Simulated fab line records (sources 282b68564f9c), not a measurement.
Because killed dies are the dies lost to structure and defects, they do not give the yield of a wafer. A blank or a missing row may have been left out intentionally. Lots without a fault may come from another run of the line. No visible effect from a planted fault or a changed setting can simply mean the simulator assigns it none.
Which tool did it? :: flow rit-cmos :: Sampling: 13 lots, 39 wafers, 4 of 202 route steps

## WHAT THE GAUGES READ, wafer by wafer
RIT_NSD_TW_MEAS_10. Usual: NSD_TW gives 3107 (standard deviation 27).
lot: L421
measured: day 3 01:58
on: film-metro-04
NSD_TW: 3112 3124 3124
flag: 

lot: L422
measured: day 3 07:38
on: film-metro-03
NSD_TW: 3129 3134 3108
flag: 

lot: L423
measured: day 3 12:05
on: film-metro-03
NSD_TW: 3110 3105 3113
flag: 

lot: L424
measured: day 3 19:32
on: film-metro-04
NSD_TW: 3130 3128 3159
flag: 

lot: L429
measured: day 4 19:49
on: film-metro-03
NSD_TW: 3126 3120 3115
flag: 

lot: L430
measured: day 5 01:24
on: film-metro-03
NSD_TW: 3122 3103 3125
flag: 

lot: L435
measured: day 6 03:28
on: film-metro-01
NSD_TW: 3088 3085 3076
flag: 

lot: L436
measured: day 6 06:28
on: film-metro-03
NSD_TW: 3085 3103 3105
flag: 

lot: L438
measured: day 6 18:31
on: film-metro-04
NSD_TW: 3123 3114 3115
flag: 

lot: L439
measured: day 6 20:52
on: film-metro-03
NSD_TW: 3099 3106 3110
flag: 

lot: L440
measured: day 6 23:39
on: film-metro-03
NSD_TW: 3119 3110 3084
flag: 

lot: L441
measured: day 7 09:22
on: film-metro-03
NSD_TW: 3112 3122 3120
flag: 

lot: L443
measured: day 7 16:29
on: film-metro-03
NSD_TW: 3113 3115 3112
flag: 

RIT_PSD_OVL_MEAS_06. Usual: PSD_OVL gives -0.2 nm (standard deviation 1.4).
lot: L421
measured: day 3 03:00
on: overlay-02
PSD_OVL (nm): -2.8 0.3 -1.2
flag: 

lot: L422
measured: day 3 08:33
on: overlay-01
PSD_OVL (nm): -2.0 -2.1 0.2
flag: 

lot: L423
measured: day 3 13:00
on: overlay-01
PSD_OVL (nm): 0.1 3.6 -0.3
flag: 

lot: L424
measured: day 3 20:28
on: overlay-01
PSD_OVL (nm): 0.4 0.0 1.3
flag: 

lot: L429
measured: day 4 20:55
on: overlay-01
PSD_OVL (nm): -0.6 0.7 -1.4
flag: 

lot: L430
measured: day 5 02:19
on: overlay-01
PSD_OVL (nm): 1.4 2.1 0.8
flag: 

lot: L435
measured: day 6 04:23
on: overlay-02
PSD_OVL (nm): 1.3 -2.0 2.7
flag: 

lot: L436
measured: day 6 07:25
on: overlay-02
PSD_OVL (nm): -0.3 0.9 -2.4
flag: 

lot: L438
measured: day 6 19:25
on: overlay-02
PSD_OVL (nm): -1.0 0.3 1.1
flag: 

lot: L439
measured: day 6 21:46
on: overlay-01
PSD_OVL (nm): 1.9 3.9 0.8
flag: 

lot: L440
measured: day 7 00:46
on: overlay-01
PSD_OVL (nm): -0.2 0.1 -1.2
flag: 

lot: L441
measured: day 7 10:18
on: overlay-01
PSD_OVL (nm): -2.8 0.7 -0.2
flag: 

lot: L443
measured: day 7 17:43
on: overlay-02
PSD_OVL (nm): -0.9 -0.8 0.6
flag: 

RIT_SDANNEAL_RS_MEAS_06: measurement is done with a four-point probe. Usual: PLDD_RS gives 179.2 ohm/sq (standard deviation 0.43).
lot: L421
measured: day 3 04:16
on: film-metro-03
PLDD_RS (ohm/sq): 179.5 179.6 179.6
flag: 

lot: L422
measured: day 3 09:49
on: film-metro-04
PLDD_RS (ohm/sq): 178.4 178.3 178.5
flag: 

lot: L423
measured: day 3 14:16
on: film-metro-04
PLDD_RS (ohm/sq): 178.5 178.5 179.3
flag: 

lot: L424
measured: day 3 21:46
on: film-metro-01
PLDD_RS (ohm/sq): 179.2 179.6 179.2
flag: 

lot: L429
measured: day 4 22:33
on: film-metro-04
PLDD_RS (ohm/sq): 178.9 178.8 178.7
flag: 

lot: L430
measured: day 5 03:43
on: film-metro-01
PLDD_RS (ohm/sq): 179.2 179.5 179.3
flag: 

lot: L435
measured: day 6 05:38
on: film-metro-01
PLDD_RS (ohm/sq): 179.7 179.9 179.7
flag: 

lot: L436
measured: day 6 08:39
on: film-metro-04
PLDD_RS (ohm/sq): 179.2 179.1 179.2
flag: 

lot: L438
measured: day 6 20:40
on: film-metro-04
PLDD_RS (ohm/sq): 178.6 178.7 178.8
flag: 

lot: L439
measured: day 6 23:02
on: film-metro-01
PLDD_RS (ohm/sq): 179.6 179.6 180.0
flag: 

lot: L440
measured: day 7 02:05
on: film-metro-04
PLDD_RS (ohm/sq): 179.9 179.1 179.0
flag: 

lot: L441
measured: day 7 11:34
on: film-metro-03
PLDD_RS (ohm/sq): 179.7 179.0 179.8
flag: 

lot: L443
measured: day 7 18:58
on: film-metro-03
PLDD_RS (ohm/sq): 179.0 179.4 179.6
flag: 

## EACH LOT AND THE TOOL THAT RAN IT (in order: tool; ch and the chambers of the sampled wafers; start)
lot: L421
RIT_GATE_CLEAN_01: wet-bench-02 ch 0, day 2 07:36

lot: L422
RIT_GATE_CLEAN_01: wet-bench-01 ch 0, day 2 14:31

lot: L423
RIT_GATE_CLEAN_01: wet-bench-02 ch 2, day 2 20:16

lot: L424
RIT_GATE_CLEAN_01: wet-bench-01 ch 3, day 3 01:29

lot: L429
RIT_GATE_CLEAN_01: wet-bench-01 ch 3, day 4 01:49

lot: L430
RIT_GATE_CLEAN_01: wet-bench-02 ch 3, day 4 07:07

lot: L435
RIT_GATE_CLEAN_01: wet-bench-02 ch 3, day 5 06:17

lot: L436
RIT_GATE_CLEAN_01: wet-bench-02 ch 1, day 5 12:39

lot: L438
RIT_GATE_CLEAN_01: wet-bench-04 ch 0, day 5 23:33

lot: L439
RIT_GATE_CLEAN_01: wet-bench-04 ch 0, day 6 04:38

lot: L440
RIT_GATE_CLEAN_01: wet-bench-04 ch 2, day 6 07:19

lot: L441
RIT_GATE_CLEAN_01: wet-bench-02 ch 1, day 6 15:03

lot: L443
RIT_GATE_CLEAN_01: wet-bench-02 ch 0, day 6 23:34
- RIT_GATE_CLEAN_01: cleans in SC1, time 600 s.

## WHAT THE TOOLS THEMSELVES READ (means of the sampled wafers that have a number; where no wafer has one, the mark that the record gives instead)
The record holds no such reading with a usual standard deviation.

## THE ANSWER, worked out from the rows above alone
Rule: take the mean of a lot's wafers that have a number; if it is more than 3 standard deviations from the usual mean, the lot is off. A lot without any number at a reading at which 4 lots or more have one is off too. The other lots that the step has rows for count as sound. The gauges are gone through in route order, then the tools' own readings, and for those a lot's mean is taken as printed above. At the first step where some lot is off, the reading lying furthest off is the one used; lots without a number count as furthest.
Across all readings shown, no lot is off: no conclusion can be drawn from this.

## WHAT THE SIMULATOR HAD INSERTED
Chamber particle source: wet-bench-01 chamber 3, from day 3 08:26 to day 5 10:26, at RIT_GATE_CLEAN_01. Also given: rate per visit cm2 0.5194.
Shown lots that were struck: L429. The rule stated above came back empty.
